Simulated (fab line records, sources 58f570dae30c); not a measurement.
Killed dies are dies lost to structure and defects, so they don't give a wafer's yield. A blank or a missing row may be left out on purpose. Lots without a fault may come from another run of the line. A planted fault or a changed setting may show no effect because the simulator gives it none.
Which tool did it? | flow berkeley_cmos170 | 14 lots, 42 wafers sampled, at 1 step of a route of 331

WHAT THE GAUGES READ, wafer by wafer
The record holds no reading of a measuring or inspecting step that can be judged against a usual standard deviation.

WHICH TOOL RAN EACH LOT (tool, then ch and the chambers of the sampled wafers, then the start)
lot  | UCB170_M1_METAL_ETCH_12
L520 | rie_metal-03 ch 0,1, day 8 02:44
L517 | rie_metal-04 ch 0,1, day 8 04:12
L516 | rie_metal-02 ch 1, day 8 04:39
L519 | rie_metal-03 ch 0, day 8 11:46
L518 | rie_metal-04 ch 0,1, day 8 12:02
L522 | rie_metal-03 ch 0,1, day 9 05:26
L523 | rie_metal-04 ch 0,1, day 9 13:55
L529 | rie_metal-03 ch 0,1, day 10 13:49
L531 | rie_metal-03 ch 1, day 10 16:14
L526 | rie_metal-04 ch 0,1, day 10 16:32
L534 | rie_metal-04 ch 1, day 11 14:07
L535 | rie_metal-02 ch 0,1, day 11 15:16
L536 | rie_metal-04 ch 0,1, day 12 02:48
L539 | rie_metal-02 ch 0,1, day 12 14:54
- UCB170_M1_METAL_ETCH_12: etches Al in Cl2/BCl3, stops on PSG, target depth 780 nm, time 130 s.

WHAT THE TOOLS THEMSELVES READ (means of the sampled wafers that have a number; where no wafer has one, the mark that the record gives instead)
UCB170_M1_METAL_ETCH_12. Usual: bcl3_flow_sccm 45.01 sccm, standard deviation 0.13; drypump_motor_current_A 5.8 A, standard deviation 0.71; he_backside_leak_sccm 3.39 sccm, standard deviation 0.18; oes_product_au 0.853 a.u., standard deviation 0.0078; throttle_valve_pct 24.44 %, standard deviation 0.18.
lot  | tool         | bcl3_flow_sccm (sccm) | drypump_motor_current_A (A) | he_backside_leak_sccm (sccm) | oes_product_au (a.u.) | throttle_valve_pct (%) | flag
L520 | rie_metal-03 | 45.12                 | 5.3                         | 3.40                         | 0.851                 | 24.61                  |
L517 | rie_metal-04 | 45.11                 | 6.2                         | 3.26                         | 0.853                 | 24.47                  |
L516 | rie_metal-02 | 44.84                 | 5.9                         | 3.74                         | 0.851                 | 24.26                  |
L519 | rie_metal-03 | 44.87                 | 4.7                         | 3.60                         | 0.858                 | 24.68                  |
L518 | rie_metal-04 | 44.98                 | 6.2                         | 3.22                         | 0.850                 | 24.47                  |
L522 | rie_metal-03 | 44.92                 | 5.3                         | 3.39                         | 0.864                 | 24.60                  |
L523 | rie_metal-04 | 44.89                 | 5.8                         | 3.16                         | 0.860                 | 24.34                  |
L529 | rie_metal-03 | 45.03                 | 5.9                         | 3.27                         | 0.888                 | 24.53                  | OFF
L531 | rie_metal-03 | 44.89                 | 6.5                         | 3.17                         | 0.891                 | 24.44                  | OFF
L526 | rie_metal-04 | 44.99                 | 6.2                         | 3.45                         | 0.854                 | 24.47                  |
L534 | rie_metal-04 | 45.12                 | 5.4                         | 3.09                         | 0.859                 | 24.23                  |
L535 | rie_metal-02 | 44.92                 | 5.9                         | 3.36                         | 0.855                 | 24.26                  |
L536 | rie_metal-04 | 45.17                 | 6.2                         | 3.42                         | 0.844                 | 24.48                  |
L539 | rie_metal-02 | 45.01                 | 5.9                         | 3.51                         | 0.857                 | 24.26                  |

THE ANSWER, worked out from the rows above alone
Rule: a lot is off if the mean of its wafers that have a number lies more than 3 standard deviations from the usual mean. A lot without any number at a reading at which 4 lots or more have one is off too. The other lots that the step has rows for count as sound. The gauges are gone through in route order, then the tools' own readings, and for those a lot's mean is taken as printed above. The first step at which some lot is off is used, and at that step the reading that is off furthest; a lot without a number counts as furthest.
Off: L529, L531, at UCB170_M1_METAL_ETCH_12 (oes_product_au).
A tool fits if, at that step or a process step before it, it ran every lot that is off, and no sound lot after the first of them. One fits: rie_metal-03 at UCB170_M1_METAL_ETCH_12. Its last sound lot is L522 (day 9 05:26), its first lot that is off L529 (day 10 13:49): a fault that began between those two fits.
The tool's own readings at UCB170_M1_METAL_ETCH_12 bear it out: on the lots that are off they differ by more than 5 times the standard deviation of the sound lots' means. oes_product_au reads 0.889 a.u. there against 0.855 a.u. on the sound lots.

WHAT THE SIMULATOR HAD PUT IN
Process parameter drift: rie_metal-03, from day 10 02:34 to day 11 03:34, at UCB170_M1_METAL_ETCH_12. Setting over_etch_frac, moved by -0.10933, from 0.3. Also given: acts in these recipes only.
Lots struck among those shown: L529, L531. The rule above found the same.
